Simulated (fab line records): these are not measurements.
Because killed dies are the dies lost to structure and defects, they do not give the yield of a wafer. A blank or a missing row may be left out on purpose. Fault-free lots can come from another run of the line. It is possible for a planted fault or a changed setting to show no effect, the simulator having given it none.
fab line records	flow berkeleyCmos170	part 1 of 2: steps 1 to 28 of 38
record lots=5	wafers=15	lastDay=12
route steps=331 shown ACTIVE@77 PFIELD@79 FIELD@89 SACOX@97 SCREENOX@100 NVT@104
lots that met no fault: taken from a fault-free run of the same line
startH: hours from the record's first day to the start of the lot's first wafer shown	waitH: hours from the lot's prior step to this one	" identical to the entry in the row above	L1.1+2: several wafers, shown together as one row	- no value, or no start given	* or withheld: withheld	< > ~ a bound
route shown NAME@n: NAME is a module with steps in the file, n the number in the route of the first one	usual: mean/standard deviation taken from wafers without a fault	same: alike in all rows	chamber/n: place in a boat	sites: the reading at each site	_std_site: the values' standard deviation	_edge_site: outer sites' mean less inner sites'	radiusMm: how far each site lies from the wafer's centre	mask NAME#n: copy n	behind: the most recent tool/chamber to have shaped the wafer	hold: what put the lot on hold/how long, in hours/how the hold closed	device: whichever transistor did not switch (one of n, p or np)	end of line: at the end of the route, the tests of the same wafers	step lacking rows: just its recipe	killed: dies lost to structure and defects at the first sort, not the wafer's yield	map: a wafer's dies, marking killed ones x, the rest . and places with no die _
set.NAME: the setting as run; set.NAME@STEP: as run at that earlier step	model.NAME: the simulator's own value behind a step, which no gauge read
certain route steps with their lots: each step a table, each wafer a row
services: when a tool's chamber went out of use (startH, in hours from the record's first day, below 0 if earlier), for how many hours, and the reason
## steps
# step UCB170_ACTIVE_CD_MEAS_90
# recipe targetCdNm=1200
# usual cdNm=1199.7/1.3
lot.wafer	tool	chamber	startH	waitH	cdNm
L081.3	cdSem-02	-	127.39	0.1	1199.9
L081.4	"	-	"	"	1200.4
L081.5	"	-	"	"	1199.4
L084.1	cdSem-01	-	143.69	0.1	1199.4
L084.2	"	-	"	"	1199.9
L084.3	"	-	"	"	1199.7
L091.1	cdSem-01	-	176.12	0.1	1198.9
L091.2	"	-	"	"	1200.4
L091.3	"	-	"	"	1199.7
L094.2	cdSem-01	-	191.17	0.1	1199.8
L094.4	"	-	"	"	1199.1
L094.5	"	-	"	"	1199.5
L096.1	cdSem-01	-	208.19	0.1	1199.3
L096.4	"	-	"	"	1199.1
L096.6	"	-	"	"	1199.4
# step UCB170_ACTIVE_CLEAN_17
# recipe chemistry=SPM	tempC=120	timeS=600
# usual bathHeatDutyPct=12.7/1.1
lot.wafer	tool	chamber	startH	waitH	bathHeatDutyPct
L081.3	wetBench-04	3	127.58	0.2	12.6
L081.4	"	3	"	"	12.5
L081.5	"	3	"	"	12.6
L084.1	wetBench-02	2	143.91	0.2	11.7
L084.2	"	2	"	"	11.5
L084.3	"	2	"	"	11.1
L091.1	wetBench-01	1	178.96	2.8	11.0
L091.2	"	1	"	"	11.7
L091.3	"	1	"	"	11.9
L094.2	wetBench-02	1	191.27	0.1	13.3
L094.4	"	1	"	"	11.6
L094.5	"	1	"	"	12.7
L096.1	wetBench-04	3	208.48	0.3	13.3
L096.4	"	3	"	"	13.1
L096.6	"	3	"	"	12.9
# step UCB170_PFIELD_HMDS_00
# recipe primeTimeS=60	primeTempC=100
# usual chillPlateTempC=23.02/0.1
lot.wafer	tool	chamber	startH	waitH	chillPlateTempC
L081.3	lithoTrack-01	0	127.82	0.1	22.98
L081.4	"	0	"	"	23.11
L081.5	"	0	"	"	23.10
L084.1	lithoTrack-04	0	144.69	0.6	23.01
L084.2	"	0	"	"	23.25
L084.3	"	0	"	"	23.19
L091.1	lithoTrack-03	0	179.40	0.3	23.09
L091.2	"	0	"	"	22.94
L091.3	"	0	"	"	23.11
L094.2	lithoTrack-04	0	191.53	0.1	23.14
L094.4	"	0	"	"	23.12
L094.5	"	0	"	"	23.09
L096.1	lithoTrack-01	0	209.52	0.9	23.09
L096.4	"	0	"	"	23.04
L096.6	"	0	"	"	22.94
# step UCB170_PFIELD_COAT_01
# recipe resist=KrF	spinRpm=1500	resistThkNm=900
# usual chillPlateTempC=23.03/0.12
lot.wafer	tool	chamber	startH	waitH	chillPlateTempC
L081.3	lithoTrack-01	0	127.97	0.1	22.95
L081.4	"	0	"	"	23.18
L081.5	"	0	"	"	23.17
L084.1	lithoTrack-04	0	144.84	0.1	23.06
L084.2	"	0	"	"	23.16
L084.3	"	0	"	"	23.02
L091.1	lithoTrack-03	0	179.55	0.1	22.90
L091.2	"	0	"	"	22.96
L091.3	"	0	"	"	22.82
L094.2	lithoTrack-04	0	191.68	0.1	22.72
L094.4	"	0	"	"	22.95
L094.5	"	0	"	"	23.02
L096.1	lithoTrack-01	0	209.67	0.1	23.03
L096.4	"	0	"	"	22.95
L096.6	"	0	"	"	23.08
# step UCB170_PFIELD_SOFTBAKE_02
# recipe resist=KrF	tempC=130	timeS=60
# usual chillPlateTempC=23.02/0.12
lot.wafer	tool	chamber	startH	waitH	chillPlateTempC
L081.3	lithoTrack-01	0	128.12	0.1	23.15
L081.4	"	0	"	"	23.00
L081.5	"	0	"	"	23.11
L084.1	lithoTrack-04	0	144.99	0.1	23.02
L084.2	"	0	"	"	23.05
L084.3	"	0	"	"	23.16
L091.1	lithoTrack-03	0	179.70	0.1	23.11
L091.2	"	0	"	"	22.94
L091.3	"	0	"	"	22.85
L094.2	lithoTrack-04	0	191.83	0.1	22.94
L094.4	"	0	"	"	22.92
L094.5	"	0	"	"	22.82
L096.1	lithoTrack-01	0	209.82	0.1	23.02
L096.4	"	0	"	"	22.97
L096.6	"	0	"	"	23.13
# step UCB170_PFIELD_EXPOSE_03
# recipe maskId=PFIELD	na=0.5	sigmaOuter=0.6	sourceShape=conventional	targetCdNm=1500	doseMj=30
lot.wafer	tool	chamber	startH	waitH	mask
L081.3+4+5	krfScanner-02	0	128.31	0.2	PFIELD#0
L084.1+2+3	krfScanner-02	0	145.14	0.1	PFIELD#0
L091.1+2+3	krfScanner-01	0	179.85	0.1	PFIELD#0
L094.2+4+5	krfScanner-01	0	191.98	0.1	PFIELD#0
L096.1+4+6	krfScanner-01	0	210.09	0.2	PFIELD#0
# step UCB170_PFIELD_PEB_04
# recipe pebTempC=130	pebTimeS=withheld	resist=KrF
# usual chillPlateTempC=23.01/0.11
lot.wafer	tool	chamber	startH	waitH	chillPlateTempC
L081.3	lithoTrack-01	0	128.60	0.3	23.07
L081.4	"	0	"	"	23.17
L081.5	"	0	"	"	22.94
L084.1	lithoTrack-04	0	146.04	0.9	22.91
L084.2	"	0	"	"	22.97
L084.3	"	0	"	"	22.88
L091.1	lithoTrack-01	0	180.25	0.4	23.06
L091.2	"	0	"	"	23.27
L091.3	"	0	"	"	23.10
L094.2	lithoTrack-01	0	192.27	0.3	23.16
L094.4	"	0	"	"	23.17
L094.5	"	0	"	"	23.32
L096.1	lithoTrack-03	0	210.88	0.8	22.95
L096.4	"	0	"	"	23.08
L096.6	"	0	"	"	22.97
# step UCB170_PFIELD_DEVELOP_05
# recipe developer=TMAH	developTimeS=45	resist=KrF	devTempC=21.64
# usual chillPlateTempC=23.00/0.1
lot.wafer	tool	chamber	startH	waitH	chillPlateTempC
L081.3	lithoTrack-01	0	-	-	22.73
L081.4	"	0	"	"	22.95
L081.5	"	0	"	"	23.01
L084.1	lithoTrack-04	0	-	-	22.90
L084.2	"	0	"	"	22.90
L084.3	"	0	"	"	22.99
L091.1	lithoTrack-01	0	-	-	22.98
L091.2	"	0	"	"	23.27
L091.3	"	0	"	"	22.98
L094.2	lithoTrack-01	0	-	-	23.11
L094.4	"	0	"	"	23.06
L094.5	"	0	"	"	22.99
L096.1	lithoTrack-03	0	-	-	22.97
L096.4	"	0	"	"	22.91
L096.6	"	0	"	"	22.96
# step UCB170_PFIELD_OVL_MEAS_06
# usual PFIELD_OVL=-4/4.9
lot.wafer	tool	chamber	startH	waitH	PFIELD_OVL[nm]
L081.3	overlay-02	-	128.84	-	-5
L081.4	"	-	"	"	-7
L081.5	"	-	"	"	-9
L084.1	overlay-01	-	146.31	-	-6
L084.2	"	-	"	"	-6
L084.3	"	-	"	"	-4
L091.1	overlay-02	-	180.53	-	-1
L091.2	"	-	"	"	-5
L091.3	"	-	"	"	-4
L094.2	overlay-02	-	192.53	-	0
L094.4	"	-	"	"	1
L094.5	"	-	"	"	6
L096.1	overlay-01	-	211.16	-	2
L096.4	"	-	"	"	-6
L096.6	"	-	"	"	-9
# step UCB170_PFIELD_IMPLANT_07
# recipe species=B	doseCm2=2e+13	energyKev=80	tiltDeg=7
lot.wafer	tool	chamber	startH	waitH
L081.3+4+5	implanter-04	0	128.91	0.1
L084.1+2+3	implanter-03	0	146.35	0.0
L091.1+2+3	implanter-02	0	180.56	0.0
L094.2+4+5	implanter-04	0	192.59	0.0
L096.1+4+6	implanter-03	0	211.19	0.0
# step UCB170_PFIELD_STRIP_08
# recipe chemistry=O2	powerW=400	pressureMtorr=3500	platenTempC=withheld	o2FlowSccm=400	overashFraction=0.5
# usual drypumpMotorCurrentA=5.7/0.32	oesProductAu=0.735/0.0047	stripTimeToEndpointS=21.62/0.063
lot.wafer	tool	chamber	startH	waitH	drypumpMotorCurrentA	oesProductAu	rfHoursCounterH	stripTimeToEndpointS
L081.3	plasmaAsher-04	0	129.04	0.1	6.2	0.735	-	21.62
L081.4	"	1	"	"	5.4	0.729	-	21.57
L081.5	"	0	"	"	6.3	0.738	-	21.58
L084.1	plasmaAsher-04	1	146.50	0.1	5.4	0.737	36	21.64
L084.2	"	0	"	"	6.3	0.735	36	21.66
L084.3	"	1	"	"	5.5	0.735	-	21.63
L091.1	plasmaAsher-02	0	180.71	0.1	5.2	0.729	7	21.68
L091.2	"	1	"	"	5.8	0.733	7	21.62
L091.3	"	0	"	"	5.2	0.731	-	21.67
L094.2	plasmaAsher-02	0	192.71	0.1	5.3	0.735	8	21.66
L094.4	"	0	"	"	5.3	0.740	-	21.68
L094.5	"	0	"	"	5.3	0.729	-	21.58
L096.1	plasmaAsher-02	0	211.34	0.1	5.2	0.729	10	21.69
L096.4	"	0	"	"	5.3	0.740	-	21.64
L096.6	"	0	"	"	5.2	0.739	-	21.65
# step UCB170_PFIELD_TW_MEAS_09
# usual PFIELD_TW=602.0/2.6
lot.wafer	tool	chamber	startH	waitH	PFIELD_TW
L081.3	filmMetro-01	-	129.13	0.1	599.6
L081.4	"	-	"	"	598.6
L081.5	"	-	"	"	602.0
L084.1	filmMetro-04	-	146.60	0.1	601.0
L084.2	"	-	"	"	599.9
L084.3	"	-	"	"	602.2
L091.1	filmMetro-03	-	180.81	0.1	604.5
L091.2	"	-	"	"	605.0
L091.3	"	-	"	"	600.6
L094.2	filmMetro-03	-	192.82	0.1	600.9
L094.4	"	-	"	"	604.5
L094.5	"	-	"	"	602.1
L096.1	filmMetro-04	-	211.44	0.1	600.9
L096.4	"	-	"	"	597.7
L096.6	"	-	"	"	600.7
# step UCB170_FIELD_CLEAN_00
# recipe chemistry=dHF	dilution=25:1	timeS=7.5
lot.wafer	tool	chamber	startH	waitH
L081.3+4+5	wetBench-03	2	129.34	0.2
L084.1+2+3	wetBench-03	3	146.66	0.1
L091.1+2+3	wetBench-01	0	180.87	0.1
L094.2+4+5	wetBench-02	0	192.87	0.0
L096.1+4+6	wetBench-03	3	212.29	0.8
# step UCB170_FIELD_OXIDATION_01
# recipe tempC=1000	ambient=H2O	pH2oTorr=584.62	targetThkA=5583	oxTimeS=7200
# usual tube_center_temp_C_max=1002.5/0.39
lot.wafer	tool	chamber	startH	waitH	tube_center_temp_C_max
L081.3	furnace-02	0	134.24	4.9	1002.7
L081.4	"	0	"	"	1002.9
L081.5	"	0	"	"	1002.6
L084.1	furnace-02	0	149.52	2.9	1002.4
L084.2	"	0	"	"	1003.2
L084.3	"	0	"	"	1002.8
L091.1	furnace-04	0	184.84	4.0	1002.6
L091.2	"	0	"	"	1002.8
L091.3	"	0	"	"	1002.6
L094.2	furnace-04	0	201.00	8.1	1003.0
L094.4	"	0	"	"	1002.8
L094.5	"	0	"	"	1002.4
L096.1	furnace-02	0	212.43	0.1	1002.0
L096.4	"	0	"	"	1002.9
L096.6	"	0	"	"	1002.7
# step UCB170_FIELD_THK_MEAS_02
# recipe reads=SiO2_of_FIELD_OXIDATION_01
# usual FIELD_OXIDE_THK=558/11
lot.wafer	tool	chamber	startH	waitH	FIELD_OXIDE_THK[nm]
L081.3	filmMetro-02	-	137.26	0.0	555
L081.4	"	-	"	"	544
L081.5	"	-	"	"	561
L084.1	filmMetro-04	-	152.52	0.0	548
L084.2	"	-	"	"	550
L084.3	"	-	"	"	545
L091.1	filmMetro-04	-	187.84	0.0	545
L091.2	"	-	"	"	537
L091.3	"	-	"	"	534
L094.2	filmMetro-03	-	204.01	0.0	546
L094.4	"	-	"	"	546
L094.5	"	-	"	"	548
L096.1	filmMetro-04	-	215.43	0.0	565
L096.4	"	-	"	"	552
L096.6	"	-	"	"	558
# step UCB170_FIELD_ANNEAL_03
# recipe tempC=1000	timeS=1200	ambient=N2
# usual tube_center_temp_C_max=1002.6/0.38
lot.wafer	tool	chamber	startH	waitH	tube_center_temp_C_max
L081.3	furnace-01	0	140.54	3.3	1002.2
L081.4	"	0	"	"	1002.7
L081.5	"	0	"	"	1002.3
L084.1	furnace-01	0	156.08	3.5	1002.3
L084.2	"	0	"	"	1003.0
L084.3	"	0	"	"	1002.7
L091.1	furnace-01	0	193.13	5.3	1002.0
L091.2	"	0	"	"	1002.2
L091.3	"	0	"	"	1002.2
L094.2	furnace-01	0	207.11	3.1	1002.8
L094.4	"	0	"	"	1002.6
L094.5	"	0	"	"	1002.7
L096.1	furnace-01	0	218.29	2.8	1002.4
L096.4	"	0	"	"	1002.8
L096.6	"	0	"	"	1002.4
# step UCB170_FIELD_WET_ETCH_04
# recipe chemistry=dHF	dilution=10:1	target=SiO2	tempC=25	timeS=60
# usual bathHeatDutyPct=6.6/0.74
lot.wafer	tool	chamber	startH	waitH	bathHeatDutyPct
L081.3	wetBench-02	0	141.88	0.0	6.5
L081.4	"	0	"	"	6.1
L081.5	"	0	"	"	6.2
L084.1	wetBench-01	1	157.41	0.0	6.4
L084.2	"	1	"	"	5.7
L084.3	"	1	"	"	5.7
L091.1	wetBench-03	1	194.58	0.1	5.2
L091.2	"	1	"	"	6.1
L091.3	"	1	"	"	6.1
L094.2	wetBench-03	2	208.44	0.0	5.8
L094.4	"	2	"	"	6.7
L094.5	"	2	"	"	7.2
L096.1	wetBench-03	2	219.79	0.2	7.1
L096.4	"	2	"	"	6.5
L096.6	"	2	"	"	7.3
# step UCB170_FIELD_WET_ETCH_05
# recipe chemistry=H3PO4	target=Si3N4	tempC=160	timeS=12600
# usual bathHeatDutyPct=27.2/2.7
lot.wafer	tool	chamber	startH	waitH	bathHeatDutyPct
L081.3	wetBench-03	0	141.90	0.0	33.7
L081.4	"	0	"	"	32.8
L081.5	"	0	"	"	32.0
L084.1	wetBench-03	0	157.44	0.0	33.2
L084.2	"	0	"	"	33.3
L084.3	"	0	"	"	32.0
L091.1	wetBench-02	0	194.61	0.0	26.9
L091.2	"	0	"	"	25.6
L091.3	"	0	"	"	27.9
L094.2	wetBench-03	1	208.47	0.0	26.8
L094.4	"	1	"	"	26.4
L094.5	"	1	"	"	25.4
L096.1	wetBench-03	2	219.81	0.0	30.5
L096.4	"	2	"	"	28.5
L096.6	"	2	"	"	29.0
# step UCB170_FIELD_WET_ETCH_06
# recipe chemistry=BOE	dilution=5:1	target=SiO2	tempC=25	timeS=22
# usual bathHeatDutyPct=6.6/0.84
lot.wafer	tool	chamber	startH	waitH	bathHeatDutyPct
L081.3	wetBench-01	3	145.41	0.0	6.6
L081.4	"	3	"	"	6.7
L081.5	"	3	"	"	6.4
L084.1	wetBench-02	3	160.95	0.0	5.9
L084.2	"	3	"	"	6.3
L084.3	"	3	"	"	5.2
L091.1	wetBench-03	3	198.44	0.0	6.3
L091.2	"	3	"	"	6.6
L091.3	"	3	"	"	7.2
L094.2	wetBench-03	3	213.09	0.8	5.5
L094.4	"	3	"	"	6.6
L094.5	"	3	"	"	6.5
L096.1	wetBench-03	0	223.64	0.0	8.0
L096.4	"	0	"	"	7.5
L096.6	"	0	"	"	7.4
# step UCB170_FIELD_THK_MEAS_90
# recipe reads=SiO2_of_FIELD_OXIDATION_01
# usual FIELD_OXIDE_LEFT_1_THK=441/11
lot.wafer	tool	chamber	startH	waitH	FIELD_OXIDE_LEFT_1_THK[nm]
L081.3	filmMetro-04	-	145.45	0.0	439
L081.4	"	-	"	"	428
L081.5	"	-	"	"	444
L084.1	filmMetro-02	-	160.96	0.0	431
L084.2	"	-	"	"	433
L084.3	"	-	"	"	429
L091.1	filmMetro-02	-	198.45	0.0	426
L091.2	"	-	"	"	418
L091.3	"	-	"	"	415
L094.2	filmMetro-03	-	213.12	0.0	429
L094.4	"	-	"	"	429
L094.5	"	-	"	"	431
L096.1	filmMetro-04	-	223.66	0.0	448
L096.4	"	-	"	"	435
L096.6	"	-	"	"	441
# step UCB170_SACOX_CLEAN_00
# recipe chemistry=dHF	dilution=25:1	timeS=7.5
lot.wafer	tool	chamber	startH	waitH
L081.3+4+5	wetBench-04	2	145.49	0.0
L084.1+2+3	wetBench-02	2	161.02	0.1
L091.1+2+3	wetBench-04	2	198.51	0.1
L094.2+4+5	wetBench-03	1	213.17	0.0
L096.1+4+6	wetBench-03	2	223.72	0.1
# step UCB170_SACOX_OXIDATION_01
# recipe tempC=900	ambient=O2	targetThkA=144	oxTimeS=2400
# usual tube_center_temp_C_max=902.3/0.35
lot.wafer	tool	chamber	startH	waitH	tube_center_temp_C_max
L081.3	furnace-01	0	148.73	3.2	902.4
L081.4	"	0	"	"	902.2
L081.5	"	0	"	"	902.7
L084.1	furnace-02	0	164.04	3.0	902.9
L084.2	"	0	"	"	902.3
L084.3	"	0	"	"	902.6
L091.1	furnace-01	0	205.44	6.9	902.0
L091.2	"	0	"	"	902.2
L091.3	"	0	"	"	902.9
L094.2	furnace-01	0	215.12	1.9	902.4
L094.4	"	0	"	"	902.1
L094.5	"	0	"	"	901.9
L096.1	furnace-04	0	227.47	3.7	902.5
L096.4	"	0	"	"	902.5
L096.6	"	0	"	"	902.0
# step UCB170_SACOX_THK_MEAS_02
# recipe reads=SiO2_of_SACOX_OXIDATION_01
# usual SACOX_OXIDE_THK=14.45/0.24
lot.wafer	tool	chamber	startH	waitH	SACOX_OXIDE_THK[nm]
L081.3	filmMetro-04	-	150.41	0.0	14.22
L081.4	"	-	"	"	14.31
L081.5	"	-	"	"	14.34
L084.1	filmMetro-04	-	165.71	0.0	14.58
L084.2	"	-	"	"	15.01
L084.3	"	-	"	"	14.36
L091.1	filmMetro-04	-	207.11	0.0	14.49
L091.2	"	-	"	"	14.82
L091.3	"	-	"	"	14.65
L094.2	filmMetro-01	-	216.86	0.1	14.57
L094.4	"	-	"	"	14.36
L094.5	"	-	"	"	14.55
L096.1	filmMetro-04	-	229.14	0.0	14.62
L096.4	"	-	"	"	14.77
L096.6	"	-	"	"	14.67
# step UCB170_SCREENOX_WET_ETCH_00
# recipe chemistry=dHF	dilution=25:1	target=SiO2	tempC=25	timeS=200
# usual bathHeatDutyPct=6.5/0.86
lot.wafer	tool	chamber	startH	waitH	bathHeatDutyPct
L081.3	wetBench-03	2	150.45	0.0	7.9
L081.4	"	2	"	"	5.8
L081.5	"	2	"	"	6.6
L084.1	wetBench-03	3	165.80	0.1	6.3
L084.2	"	3	"	"	6.1
L084.3	"	3	"	"	5.6
L091.1	wetBench-03	3	207.17	0.1	7.1
L091.2	"	3	"	"	6.6
L091.3	"	3	"	"	5.6
L094.2	wetBench-03	3	216.92	0.0	5.8
L094.4	"	3	"	"	6.0
L094.5	"	3	"	"	7.1
L096.1	wetBench-03	0	229.20	0.1	7.1
L096.4	"	0	"	"	8.0
L096.6	"	0	"	"	7.6
# step UCB170_SCREENOX_OXIDATION_01
# recipe tempC=900	ambient=O2	targetThkA=144	oxTimeS=2400
# usual tube_center_temp_C_max=902.3/0.41
lot.wafer	tool	chamber	startH	waitH	tube_center_temp_C_max
L081.3	furnace-02	0	153.77	3.3	902.5
L081.4	"	0	"	"	901.9
L081.5	"	0	"	"	901.8
L084.1	furnace-04	0	170.79	4.9	901.9
L084.2	"	0	"	"	902.3
L084.3	"	0	"	"	902.0
L091.1	furnace-04	0	208.35	1.1	902.1
L091.2	"	0	"	"	903.0
L091.3	"	0	"	"	902.7
L094.2	furnace-02	0	219.52	2.5	902.1
L094.4	"	0	"	"	902.6
L094.5	"	0	"	"	902.7
L096.1	furnace-02	0	233.05	3.8	901.8
L096.4	"	0	"	"	902.2
L096.6	"	0	"	"	902.2
# step UCB170_SCREENOX_THK_MEAS_02
# recipe reads=SiO2_of_SCREENOX_OXIDATION_01
# usual SCREENOX_OXIDE_THK=14.5/0.3
lot.wafer	tool	chamber	startH	waitH	SCREENOX_OXIDE_THK[nm]
L081.3	filmMetro-02	-	155.46	0.0	14.7
L081.4	"	-	"	"	14.6
L081.5	"	-	"	"	14.8
L084.1	filmMetro-03	-	172.45	0.0	14.2
L084.2	"	-	"	"	14.2
L084.3	"	-	"	"	14.0
L091.1	filmMetro-01	-	210.02	0.0	14.5
L091.2	"	-	"	"	14.5
L091.3	"	-	"	"	14.6
L094.2	filmMetro-02	-	221.19	0.0	14.4
L094.4	"	-	"	"	14.1
L094.5	"	-	"	"	14.0
L096.1	filmMetro-02	-	234.72	0.0	14.3
L096.4	"	-	"	"	14.3
L096.6	"	-	"	"	14.4
# step UCB170_SCREENOX_ANNEAL_03
# recipe tempC=900	timeS=900	ambient=N2
# usual tube_center_temp_C_max=902.3/0.38
lot.wafer	tool	chamber	startH	waitH	tube_center_temp_C_max
L081.3	furnace-04	0	159.09	3.6	903.2
L081.4	"	0	"	"	901.8
L081.5	"	0	"	"	902.5
L084.1	furnace-04	0	176.70	4.2	901.8
L084.2	"	0	"	"	902.3
L084.3	"	0	"	"	902.3
L091.1	furnace-01	0	211.12	1.1	902.1
L091.2	"	0	"	"	902.6
L091.3	"	0	"	"	902.0
L094.2	furnace-04	0	226.22	5.0	902.0
L094.4	"	0	"	"	902.0
L094.5	"	0	"	"	901.8
L096.1	furnace-02	0	237.47	2.7	901.9
L096.4	"	0	"	"	902.9
L096.6	"	0	"	"	902.5
# step UCB170_NVT_HMDS_00
# recipe primeTimeS=60	primeTempC=100
# usual chillPlateTempC=23.00/0.13
lot.wafer	tool	chamber	startH	waitH	chillPlateTempC
L081.3	lithoTrack-01	0	160.71	0.4	23.19
L081.4	"	0	"	"	23.05
L081.5	"	0	"	"	23.00
L084.1	lithoTrack-04	0	178.23	0.3	23.06
L084.2	"	0	"	"	23.00
L084.3	"	0	"	"	23.04
L091.1	lithoTrack-01	0	212.37	0.0	22.89
L091.2	"	0	"	"	22.99
L091.3	"	0	"	"	22.89
L094.2	lithoTrack-04	0	227.49	0.0	22.98
L094.4	"	0	"	"	22.82
L094.5	"	0	"	"	22.81
L096.1	lithoTrack-04	0	238.89	0.2	23.12
L096.4	"	0	"	"	23.08
L096.6	"	0	"	"	23.14
